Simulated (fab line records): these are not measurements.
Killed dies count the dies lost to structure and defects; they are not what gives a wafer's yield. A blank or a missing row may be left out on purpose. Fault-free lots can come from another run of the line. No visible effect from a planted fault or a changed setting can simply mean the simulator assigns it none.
fab line records ; flow berkeley_cmos170
record lots=5; wafers=23
route steps=331 shown PVT@122 GATE@125 FIELD@126 NLDD@161 NSD@188 SILICIDE@211 CONTACT@217
start_h: hours from the record's opening day to when the first of the lot's shown wafers began ; wait_h: hours elapsed since this lot's preceding step ; " as in the row above ; L1.1+2: a row that stands for several wafers ; - value missing, or start not given ; * or withheld: withheld ; < > ~ a bound
route shown NAME@n: names a module that has steps shown in the file, with the first one's number in the route ; usual: mean/standard deviation taken from wafers without a fault ; same: alike in all rows ; chamber/n: place in a boat ; sites: the reading at each site ; _std_site: how widely they spread, as a standard deviation ; _edge_site: outer sites' mean less inner sites' ; radius_mm: for every site, how far away it sits from the centre of the wafer ; mask NAME#n: copy n ; behind: tool/chamber where the wafer was last shaped ; hold: cause of the lot's hold/its duration in hours/its outcome ; device: whichever transistor did not switch (one of n, p or np) ; end of line: the tests these same wafers got at the end of their route ; where a step has no rows: the recipe by itself ; killed: at the first sort, the dies lost to defects and structure; wafer yield is something else ; map: a wafer's dies, marking killed ones x, the rest . and places with no die _
set.NAME: the run value of the setting; set.NAME@STEP: its run value at that earlier step ; model.NAME: the simulator's own value behind a step, which no gauge read
lots run with intentionally changed settings; tables by step, rows by wafer
## steps
# step UCB170_PVT_IMPLANT_07
# recipe species=P; dose_cm2=2e+12; energy_kev=30; tilt_deg=7
lot.wafer;tool;chamber;start_h;wait_h;set.dose_cm2
L074.1+3+4;implanter-01;0;106.85;0.0;2e+12
L074.2+6;implanter-01;0;106.85;0.0;2.096e+12
L075.1+5;implanter-01;0;119.29;0.0;2.074e+12
L075.2+3+6;implanter-01;0;119.29;0.0;2e+12
L076.1+6;implanter-03;0;119.56;0.0;2.147e+12
L076.2+3+5;implanter-03;0;119.56;0.0;2e+12
L079.1+5;implanter-04;0;144.25;0.0;2e+12
L079.2+3+6;implanter-04;0;144.25;0.0;2.075e+12
L084.2+3+5;implanter-04;0;160.33;0.0;2e+12
# step UCB170_PVT_STRIP_08
# recipe chemistry=O2; power_w=400; pressure_mtorr=3500; platen_temp_c=withheld; o2_flow_sccm=400; overash_fraction=0.5
# step UCB170_PVT_TW_MEAS_09
# usual PVT_TW=507/5.5
lot.wafer;tool;chamber;start_h;wait_h;set.dose_cm2@PVT_IMPLANT_07;PVT_TW
L074.1;film_metro-01;-;107.10;0.1;2e+12;513
L074.2;film_metro-01;-;107.10;0.1;2.096e+12;518
L074.3;film_metro-01;-;107.10;0.1;2e+12;512
L074.4;film_metro-01;-;107.10;0.1;2e+12;511
L074.6;film_metro-01;-;107.10;0.1;2.096e+12;519
L075.1;film_metro-04;-;119.54;0.1;2.074e+12;511
L075.2;film_metro-04;-;119.54;0.1;2e+12;507
L075.3;film_metro-04;-;119.54;0.1;2e+12;507
L075.5;film_metro-04;-;119.54;0.1;2.074e+12;516
L075.6;film_metro-04;-;119.54;0.1;2e+12;505
L076.1;film_metro-01;-;119.81;0.1;2.147e+12;524
L076.2;film_metro-01;-;119.81;0.1;2e+12;512
L076.3;film_metro-01;-;119.81;0.1;2e+12;513
L076.5;film_metro-01;-;119.81;0.1;2e+12;516
L076.6;film_metro-01;-;119.81;0.1;2.147e+12;527
L079.1;film_metro-01;-;144.50;0.1;2e+12;514
L079.2;film_metro-01;-;144.50;0.1;2.075e+12;517
L079.3;film_metro-01;-;144.50;0.1;2.075e+12;520
L079.5;film_metro-01;-;144.50;0.1;2e+12;515
L079.6;film_metro-01;-;144.50;0.1;2.075e+12;522
L084.2;film_metro-04;-;160.56;0.1;2e+12;506
L084.3;film_metro-04;-;160.56;0.1;2e+12;505
L084.5;film_metro-04;-;160.56;0.1;2e+12;507
# step UCB170_GATE_WET_ETCH_00
# recipe chemistry=dHF; dilution=25:1; target=SiO2; temp_c=25; time_s=200
# step UCB170_FIELD_THK_MEAS_91
# recipe reads=SiO2_of_FIELD_OXIDATION_01
# usual FIELD_OXIDE_LEFT_2_THK=354/8.3
lot.wafer;tool;chamber;start_h;wait_h;set.ox_time_s@FIELD_OXIDATION_01;FIELD_OXIDE_LEFT_2_THK[nm]
L074.1;film_metro-01;-;107.24;0.0;7679;388
L074.2;film_metro-01;-;107.24;0.0;7679;386
L074.3;film_metro-01;-;107.24;0.0;7679;388
L074.4;film_metro-01;-;107.24;0.0;7679;380
L074.6;film_metro-01;-;107.24;0.0;7679;385
L075.1;film_metro-04;-;119.67;0.0;8270;410
L075.2;film_metro-04;-;119.67;0.0;8270;409
L075.3;film_metro-04;-;119.67;0.0;8270;408
L075.5;film_metro-04;-;119.67;0.0;8270;402
L075.6;film_metro-04;-;119.67;0.0;8270;410
L076.1;film_metro-03;-;119.94;0.0;6650;326
L076.2;film_metro-03;-;119.94;0.0;6650;337
L076.3;film_metro-03;-;119.94;0.0;6650;338
L076.5;film_metro-03;-;119.94;0.0;6650;330
L076.6;film_metro-03;-;119.94;0.0;6650;325
L079.1;film_metro-01;-;145.58;0.0;6766;328
L079.2;film_metro-01;-;145.58;0.0;6766;318
L079.3;film_metro-01;-;145.58;0.0;6766;327
L079.5;film_metro-01;-;145.58;0.0;6766;320
L079.6;film_metro-01;-;145.58;0.0;6766;318
L084.2;film_metro-04;-;163.95;0.0;7200;347
L084.3;film_metro-04;-;163.95;0.0;7200;346
L084.5;film_metro-04;-;163.95;0.0;7200;342
# step UCB170_NLDD_EXPOSE_03
# recipe mask_id=NSELECT; na=0.5; sigma_outer=0.6; source_shape=conventional; target_cd_nm=1200; dose_mj=30
lot.wafer;tool;chamber;start_h;wait_h;mask;set.dose_mj
L074.1+2+3+4+6;krf_scanner-02;0;123.36;0.2;NSELECT#0;30
L076.1+2;krf_scanner-02;0;135.57;0.1;NSELECT#0;30
L076.3+5+6;krf_scanner-02;0;135.57;0.1;NSELECT#0;27.79
L075.1+3;krf_scanner-02;0;136.21;0.1;NSELECT#0;30.96
L075.2+5+6;krf_scanner-02;0;136.21;0.1;NSELECT#0;30
L079.1+2;krf_scanner-02;0;158.45;0.1;NSELECT#0;28.01
L079.3+5+6;krf_scanner-02;0;158.45;0.1;NSELECT#0;30
L084.2+3+5;krf_scanner-01;0;173.14;0.2;NSELECT#0;30
# step UCB170_NLDD_PEB_04
# recipe peb_temp_c=130; peb_time_s=withheld; resist=KrF
# step UCB170_NLDD_DEVELOP_05
# recipe developer=TMAH; develop_time_s=45; resist=KrF; dev_temp_c=21
# step UCB170_NLDD_CD_MEAS_06
# recipe target_cd_nm=1200
# usual cd_nm=1199.5/0.99
lot.wafer;tool;chamber;start_h;wait_h;set.dose_mj@NLDD_EXPOSE_03;cd_nm
L074.1;cd_sem-02;-;123.75;-;30;1199.6
L074.2;cd_sem-02;-;123.75;-;30;1200.0
L074.3;cd_sem-02;-;123.75;-;30;1199.1
L074.4;cd_sem-02;-;123.75;-;30;1198.4
L074.6;cd_sem-02;-;123.75;-;30;1198.3
L076.1;cd_sem-01;-;135.98;-;30;1198.6
L076.2;cd_sem-01;-;135.98;-;30;1199.0
L076.3;cd_sem-01;-;135.98;-;27.79;1185.9
L076.5;cd_sem-01;-;135.98;-;27.79;1184.1
L076.6;cd_sem-01;-;135.98;-;27.79;1185.8
L075.1;cd_sem-02;-;136.88;-;30.96;1205.9
L075.2;cd_sem-02;-;136.88;-;30;1199.7
L075.3;cd_sem-02;-;136.88;-;30.96;1206.3
L075.5;cd_sem-02;-;136.88;-;30;1201.0
L075.6;cd_sem-02;-;136.88;-;30;1200.2
L079.1;cd_sem-02;-;159.27;-;28.01;1187.3
L079.2;cd_sem-02;-;159.27;-;28.01;1186.8
L079.3;cd_sem-02;-;159.27;-;30;1198.4
L079.5;cd_sem-02;-;159.27;-;30;1198.9
L079.6;cd_sem-02;-;159.27;-;30;1199.1
L084.2;cd_sem-02;-;173.57;-;30;1198.6
L084.3;cd_sem-02;-;173.57;-;30;1199.3
L084.5;cd_sem-02;-;173.57;-;30;1198.6
# step UCB170_NLDD_IMPLANT_08
# recipe species=As; dose_cm2=5e+13; energy_kev=30; tilt_deg=7; rotation_deg=0
lot.wafer;tool;chamber;start_h;wait_h;set.energy_kev;model.implant.drp_nm
L074.1+4;implanter-02;0;123.90;0.0;30.85;9.809
L074.2+3+6;implanter-02;0;123.90;0.0;30;9.611
L076.1+3;implanter-02;0;136.14;0.0;31.31;9.917
L076.2+5+6;implanter-02;0;136.14;0.0;30;9.611
L075.1+2+3+5+6;implanter-03;0;137.03;0.0;30;9.611
L079.1+2+3+5+6;implanter-02;0;159.42;0.0;30;9.611
L084.2+3+5;implanter-01;0;173.73;0.0;30;9.611
# step UCB170_NSD_COAT_01
# recipe resist=KrF; spin_rpm=1500; resist_thk_nm=900
lot.wafer;tool;chamber;start_h;wait_h;set.resist_thk_nm;model.KrF_of_NSD_COAT_01.thk_nm
L074.1;litho_track-03;0;132.14;0.1;900;901
L074.2;litho_track-03;0;132.14;0.1;858.1;858
L074.3;litho_track-03;0;132.14;0.1;900;900.2
L074.4;litho_track-03;0;132.14;0.1;900;901.1
L074.6;litho_track-03;0;132.14;0.1;858.1;861.3
L076.1;litho_track-01;0;145.98;0.1;900;903.7
L076.2;litho_track-01;0;145.98;0.1;900;902
L076.3;litho_track-01;0;145.98;0.1;900;899.1
L076.5;litho_track-01;0;145.98;0.1;900;900
L076.6;litho_track-01;0;145.98;0.1;900;902.3
L075.1;litho_track-03;0;146.29;0.1;857.9;861.3
L075.2;litho_track-03;0;146.29;0.1;900;904.5
L075.3;litho_track-03;0;146.29;0.1;857.9;858.7
L075.5;litho_track-03;0;146.29;0.1;900;903
L075.6;litho_track-03;0;146.29;0.1;857.9;861
L079.1;litho_track-02;0;166.04;0.1;900;903.5
L079.2;litho_track-02;0;166.04;0.1;900;901.2
L079.3;litho_track-02;0;166.04;0.1;900;903.9
L079.5;litho_track-02;0;166.04;0.1;900;903.4
L079.6;litho_track-02;0;166.04;0.1;900;906.1
L084.2;litho_track-03;0;182.48;0.1;900;901.3
L084.3;litho_track-03;0;182.48;0.1;900;901.9
L084.5;litho_track-03;0;182.48;0.1;900;902.3
# step UCB170_NSD_STRIP_09
# recipe chemistry=O2; power_w=400; pressure_mtorr=3500; platen_temp_c=withheld; o2_flow_sccm=400; overash_fraction=0.5
# usual oes_product_au=0.534/0.0047; strip_time_to_endpoint_s=35.85/0.064
lot.wafer;tool;chamber;start_h;wait_h;set.power_w;set.resist_thk_nm@NSD_COAT_01;oes_product_au;strip_time_to_endpoint_s
L074.1;plasma_asher-03;1;133.36;0.1;400;900;0.539;35.83
L074.2;plasma_asher-03;0;133.36;0.1;400;858.1;0.528;34.80
L074.3;plasma_asher-03;0;133.36;0.1;400;900;0.535;35.80
L074.4;plasma_asher-03;1;133.36;0.1;400;900;0.534;35.83
L074.6;plasma_asher-03;1;133.36;0.1;400;858.1;0.525;34.89
L076.1;plasma_asher-01;0;147.59;0.1;400;900;0.536;35.93
L076.2;plasma_asher-01;1;147.59;0.1;400;900;0.536;35.94
L076.3;plasma_asher-01;1;147.59;0.1;400;900;0.541;35.77
L076.5;plasma_asher-01;0;147.59;0.1;400;900;0.542;35.81
L076.6;plasma_asher-01;1;147.59;0.1;400;900;0.533;35.85
L075.1;plasma_asher-01;1;147.80;0.1;356.7;857.9;0.509;37.98
L075.2;plasma_asher-01;0;147.80;0.1;400;900;0.542;35.84
L075.3;plasma_asher-01;1;147.80;0.1;356.7;857.9;0.499;37.93
L075.5;plasma_asher-01;1;147.80;0.1;356.7;900;0.503;39.09
L075.6;plasma_asher-01;0;147.80;0.1;400;857.9;0.524;34.88
L079.1;plasma_asher-03;0;167.75;0.1;400;900;0.531;35.90
L079.2;plasma_asher-03;1;167.75;0.1;400;900;0.533;35.83
L079.3;plasma_asher-03;1;167.75;0.1;424.7;900;0.544;34.37
L079.5;plasma_asher-03;0;167.75;0.1;400;900;0.525;35.94
L079.6;plasma_asher-03;1;167.75;0.1;424.7;900;0.545;34.37
L084.2;plasma_asher-03;1;183.79;0.1;400;900;0.535;35.88
L084.3;plasma_asher-03;1;183.79;0.1;400;900;0.530;35.89
L084.5;plasma_asher-03;0;183.79;0.1;400;900;0.539;35.91
# step UCB170_SILICIDE_SPUTTER_01
# recipe material=Ti; target_thk_nm=30; time_s=25; power_w=1500; chamber_pressure_pa=0.5
lot.wafer;tool;chamber;start_h;wait_h;set.power_w;model.Ti_of_SILICIDE_SPUTTER_01.thk_nm
L074.1;pvd_sputter-01;-;135.26;0.0;1442;28.95
L074.2;pvd_sputter-01;-;135.26;0.0;1500;30.16
L074.3;pvd_sputter-01;-;135.26;0.0;1500;30.21
L074.4;pvd_sputter-01;-;135.26;0.0;1442;28.89
L074.6;pvd_sputter-01;-;135.26;0.0;1442;28.88
L075.1;pvd_sputter-02;-;149.90;0.0;1613;32.34
L075.2;pvd_sputter-02;-;149.90;0.0;1500;30.09
L075.3;pvd_sputter-02;-;149.90;0.0;1500;30.47
L075.5;pvd_sputter-02;-;149.90;0.0;1500;30.14
L075.6;pvd_sputter-02;-;149.90;0.0;1613;32.3
L076.1;pvd_sputter-01;-;149.91;0.0;1631;32.45
L076.2;pvd_sputter-01;-;149.91;0.0;1500;29.97
L076.3;pvd_sputter-01;-;149.91;0.0;1500;29.76
L076.5;pvd_sputter-01;-;149.91;0.0;1631;32.52
L076.6;pvd_sputter-01;-;149.91;0.0;1631;32.67
L079.1;pvd_sputter-01;-;170.84;0.0;1658;32.8
L079.2;pvd_sputter-01;-;170.84;0.0;1500;29.72
L079.3;pvd_sputter-01;-;170.84;0.0;1658;33.01
L079.5;pvd_sputter-01;-;170.84;0.0;1500;29.43
L079.6;pvd_sputter-01;-;170.84;0.0;1658;32.76
L084.2;pvd_sputter-02;-;185.87;0.0;1500;29.57
L084.3;pvd_sputter-02;-;185.87;0.0;1500;30.04
L084.5;pvd_sputter-02;-;185.87;0.0;1500;29.78
# step UCB170_SILICIDE_RS_MEAS_02
# recipe thk_meas_gauge=four-point-probe; reads=Ti_of_SILICIDE_SPUTTER_01
# usual SILICIDE_TI_RS=26.21/0.29
lot.wafer;tool;chamber;start_h;wait_h;set.power_w@SILICIDE_SPUTTER_01;SILICIDE_TI_RS[ohm/sq]
L074.1;film_metro-01;-;135.29;0.0;1442;27.27
L074.2;film_metro-01;-;135.29;0.0;1500;25.92
L074.3;film_metro-01;-;135.29;0.0;1500;25.81
L074.4;film_metro-01;-;135.29;0.0;1442;27.25
L074.6;film_metro-01;-;135.29;0.0;1442;27.24
L075.1;film_metro-01;-;149.93;0.0;1613;23.93
L075.2;film_metro-01;-;149.93;0.0;1500;26.04
L075.3;film_metro-01;-;149.93;0.0;1500;25.62
L075.5;film_metro-01;-;149.93;0.0;1500;25.95
L075.6;film_metro-01;-;149.93;0.0;1613;23.89
L076.1;film_metro-04;-;149.94;0.0;1631;23.79
L076.2;film_metro-04;-;149.94;0.0;1500;26.12
L076.3;film_metro-04;-;149.94;0.0;1500;26.31
L076.5;film_metro-04;-;149.94;0.0;1631;23.78
L076.6;film_metro-04;-;149.94;0.0;1631;23.61
L079.1;film_metro-04;-;170.87;0.0;1658;23.56
L079.2;film_metro-04;-;170.87;0.0;1500;26.40
L079.3;film_metro-04;-;170.87;0.0;1658;23.36
L079.5;film_metro-04;-;170.87;0.0;1500;26.65
L079.6;film_metro-04;-;170.87;0.0;1658;23.57
L084.2;film_metro-04;-;185.92;0.0;1500;26.60
L084.3;film_metro-04;-;185.92;0.0;1500;26.05
L084.5;film_metro-04;-;185.92;0.0;1500;26.37
# step UCB170_SILICIDE_THK_MEAS_03
# recipe thk_meas_gauge=xrf; reads=Ti_of_SILICIDE_SPUTTER_01
# usual SILICIDE_TI_THK=30.26/0.3
lot.wafer;tool;chamber;start_h;wait_h;set.power_w@SILICIDE_SPUTTER_01;SILICIDE_TI_THK[nm]
L074.1;film_metro-01;-;135.41;0.1;1442;29.31
L074.2;film_metro-01;-;135.41;0.1;1500;30.44
L074.3;film_metro-01;-;135.41;0.1;1500;30.47
L074.4;film_metro-01;-;135.41;0.1;1442;29.26
L074.6;film_metro-01;-;135.41;0.1;1442;29.18
L075.1;film_metro-01;-;150.05;0.1;1613;32.73
L075.2;film_metro-01;-;150.05;0.1;1500;30.47
L075.3;film_metro-01;-;150.05;0.1;1500;30.82
L075.5;film_metro-01;-;150.05;0.1;1500;30.49
L075.6;film_metro-01;-;150.05;0.1;1613;32.64
L076.1;film_metro-04;-;150.06;0.1;1631;32.70
L076.2;film_metro-04;-;150.06;0.1;1500;30.30
L076.3;film_metro-04;-;150.06;0.1;1500;29.90
L076.5;film_metro-04;-;150.06;0.1;1631;32.70
L076.6;film_metro-04;-;150.06;0.1;1631;32.77
L079.1;film_metro-04;-;170.99;0.1;1658;33.26
L079.2;film_metro-04;-;170.99;0.1;1500;30.05
L079.3;film_metro-04;-;170.99;0.1;1658;33.39
L079.5;film_metro-04;-;170.99;0.1;1500;29.88
L079.6;film_metro-04;-;170.99;0.1;1658;33.10
L084.2;film_metro-04;-;186.03;0.1;1500;30.12
L084.3;film_metro-04;-;186.03;0.1;1500;30.46
L084.5;film_metro-04;-;186.03;0.1;1500;30.16
# step UCB170_CONTACT_CVD_01
# recipe material=PSG; target_thk_nm=700; temp_c=450; precursor=SiH4/O2/PH3; time_s=2820; pressure_mtorr=300; sih4_flow_sccm=60; o2_flow_sccm=90; ph3_flow_sccm=25
lot.wafer;tool;chamber;start_h;wait_h;set.sih4_flow_sccm;model.PSG_of_CONTACT_CVD_01.thk_nm
L074.1;-;-;-;0.0;54.06;672.4
L074.2;-;-;-;0.0;54.06;675.4
L074.3;-;-;-;0.0;54.06;670.6
L074.4;-;-;-;0.0;54.06;669.8
L074.6;-;-;-;0.0;54.06;666.7
L075.1;-;-;-;0.0;68.33;740.1
L075.2;-;-;-;0.0;68.33;746.3
L075.3;-;-;-;0.0;68.33;742.1
L075.5;-;-;-;0.0;68.33;742.9
L075.6;-;-;-;0.0;68.33;740.3
L076.1;-;-;-;0.0;67.59;731.6
L076.2;-;-;-;0.0;67.59;731
L076.3;-;-;-;0.0;67.59;735.5
L076.5;-;-;-;0.0;67.59;736.5
L076.6;-;-;-;0.0;67.59;733.2
L079.1;-;-;-;0.0;60;698.6
L079.2;-;-;-;0.0;60;696.5
L079.3;-;-;-;0.0;60;702
L079.5;-;-;-;0.0;60;696.6
L079.6;-;-;-;0.0;60;701
L084.2;lpcvd-02;0;186.66;0.0;60;695
L084.3;lpcvd-02;0;186.66;0.0;60;696.1
L084.5;lpcvd-02;0;186.66;0.0;60;701.6
# step UCB170_CONTACT_THK_MEAS_02
# recipe reads=PSG_of_CONTACT_CVD_01
# usual CONTACT_PSG_THK=703/8.3
lot.wafer;tool;chamber;start_h;wait_h;set.sih4_flow_sccm@CONTACT_CVD_01;CONTACT_PSG_THK[nm]
L074.1;film_metro-01;-;-;-;54.06;673
L074.2;film_metro-01;-;-;-;54.06;676
L074.3;film_metro-01;-;-;-;54.06;671
L074.4;film_metro-01;-;-;-;54.06;670
L074.6;film_metro-01;-;-;-;54.06;667
L075.1;film_metro-02;-;-;-;68.33;740
L075.2;film_metro-02;-;-;-;68.33;746
L075.3;film_metro-02;-;-;-;68.33;742
L075.5;film_metro-02;-;-;-;68.33;743
L075.6;film_metro-02;-;-;-;68.33;740
L076.1;film_metro-04;-;-;-;67.59;731
L076.2;film_metro-04;-;-;-;67.59;731
L076.3;film_metro-04;-;-;-;67.59;735
L076.5;film_metro-04;-;-;-;67.59;736
L076.6;film_metro-04;-;-;-;67.59;733
L079.1;film_metro-02;-;-;-;60;699
L079.2;film_metro-02;-;-;-;60;697
L079.3;film_metro-02;-;-;-;60;702
L079.5;film_metro-02;-;-;-;60;696
L079.6;film_metro-02;-;-;-;60;700
L084.2;film_metro-04;-;188.45;0.0;60;695
L084.3;film_metro-04;-;188.45;0.0;60;697
L084.5;film_metro-04;-;188.45;0.0;60;702
# step UCB170_CONTACT_ETCH_18
# recipe chemistry=CHF3/CF4/Ar; target=PSG; stop_on=TiSi2; CHF3_flow_sccm=45; cf4_flow_sccm=15; Ar_flow_sccm=150; pressure_mtorr=200; rf_w=700; target_depth_a=8400; over_etch_frac=0.2; time_s=195
lot.wafer;tool;chamber;start_h;wait_h;set.over_etch_frac;set.sih4_flow_sccm@CONTACT_CVD_01;model.CONTACT.feature_depth_nm;model.etch.depth_nm;model.KrF_of_CONTACT_COAT_10.thk_nm
L074.1;rie_diel-02;1;-;-;0.1656;54.06;672.4;672.4;702.3
L074.2;rie_diel-02;2;-;-;0.2;54.06;675.4;675.4;694.4
L074.3;rie_diel-02;3;-;-;0.1656;54.06;670.6;670.6;704.1
L074.4;rie_diel-02;0;-;-;0.2;54.06;669.8;669.8;699.5
L074.6;rie_diel-02;2;-;-;0.1656;54.06;666.7;666.7;703.3
L076.1;rie_diel-01;1;-;-;0.2;67.59;731.6;731.6;696.6
L076.2;rie_diel-01;0;-;-;0.2;67.59;731;731;694.9
L076.3;rie_diel-01;3;-;-;0.2;67.59;735.5;735.5;694
L076.5;rie_diel-01;3;-;-;0.1403;67.59;736.5;736.5;705
L076.6;rie_diel-01;0;-;-;0.1403;67.59;733.2;733.2;705.7
L075.1;rie_diel-02;0;-;-;0.2;68.33;740.1;740.1;699.8
L075.2;rie_diel-02;3;-;-;0.2;68.33;746.3;746.3;701.7
L075.3;rie_diel-02;1;-;-;0.2;68.33;742.1;742.1;697.3
L075.5;rie_diel-02;3;-;-;0.2;68.33;742.9;742.9;698.8
L075.6;rie_diel-02;1;-;-;0.2;68.33;740.3;740.3;699.9
L079.1;rie_diel-03;0;-;-;0.1481;60;698.6;698.6;700.3
L079.2;rie_diel-03;2;-;-;0.1481;60;696.5;696.5;701.7
L079.3;rie_diel-03;3;-;-;0.2;60;702;702;692.4
L079.5;rie_diel-03;0;-;-;0.2;60;696.6;696.6;690.9
L079.6;rie_diel-03;2;-;-;0.1481;60;701;701;697.9
L084.2;rie_diel-03;0;-;-;0.2;60;695;695;695.8
L084.3;rie_diel-03;3;-;-;0.2;60;696.1;696.1;693.2
L084.5;rie_diel-03;3;-;-;0.2;60;701.6;701.6;691.9
## key
split step=UCB170_PVT_IMPLANT_07; setting=dose_cm2; stated=2e+12; by=wafer
response step=UCB170_PVT_TW_MEAS_09; reading=PVT_TW; change=+1.56; per=1%; r=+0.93
split step=UCB170_NLDD_EXPOSE_03; setting=dose_mj; stated=30; by=wafer
response step=UCB170_NLDD_CD_MEAS_06; reading=cd_nm; change=+1.81; per=1%; r=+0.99
split step=UCB170_NLDD_IMPLANT_08; setting=energy_kev; stated=30; by=wafer
response step=UCB170_NLDD_IMPLANT_08; reading=model.implant.drp_nm; change=+0.0702; per=1%; r=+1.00
split step=UCB170_NSD_COAT_01; setting=resist_thk_nm; stated=900; by=wafer
response step=UCB170_NSD_COAT_01; reading=model.KrF_of_NSD_COAT_01.thk_nm; change=+9.06; per=1%; r=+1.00
response step=UCB170_NSD_STRIP_09; reading=strip_time_to_endpoint_s; slope=*; per=1%; together_with=power_w@NSD_STRIP_09; explained=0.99
split step=UCB170_NSD_STRIP_09; setting=power_w; stated=400; by=wafer
response step=UCB170_NSD_STRIP_09; reading=oes_product_au; change=+0.00264; per=1%; r=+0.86
response step=UCB170_NSD_STRIP_09; reading=strip_time_to_endpoint_s; change=*; per=1%; r=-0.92
split step=UCB170_SILICIDE_SPUTTER_01; setting=power_w; stated=1500; by=wafer
response step=UCB170_SILICIDE_SPUTTER_01; reading=model.Ti_of_SILICIDE_SPUTTER_01.thk_nm; change=+0.304; per=1%; r=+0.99
response step=UCB170_SILICIDE_RS_MEAS_02; reading=SILICIDE_TI_RS; change=-0.285; per=1%; r=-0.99
response step=UCB170_SILICIDE_THK_MEAS_03; reading=SILICIDE_TI_THK; change=+0.301; per=1%; r=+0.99
split step=UCB170_CONTACT_CVD_01; setting=sih4_flow_sccm; stated=60; by=lot
response step=UCB170_CONTACT_CVD_01; reading=model.PSG_of_CONTACT_CVD_01.thk_nm; change=+2.92; per=1%; r=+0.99
response step=UCB170_CONTACT_THK_MEAS_02; reading=CONTACT_PSG_THK; change=+2.89; per=1%; r=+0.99
response step=UCB170_CONTACT_ETCH_18; reading=model.CONTACT.feature_depth_nm; change=+2.92; per=1%; r=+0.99
response step=UCB170_CONTACT_ETCH_18; reading=model.etch.depth_nm; change=+2.92; per=1%; r=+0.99
split step=UCB170_CONTACT_ETCH_18; setting=over_etch_frac; stated=0.2; by=wafer
response step=UCB170_CONTACT_ETCH_18; reading=model.KrF_of_CONTACT_COAT_10.thk_nm; change=-0.337; per=1%; r=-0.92
split outside_this_file step=UCB170_FIELD_OXIDATION_01 setting=ox_time_s
# split outside_this_file: this setting was split too, and the file shows its column; the key of that split is in another file
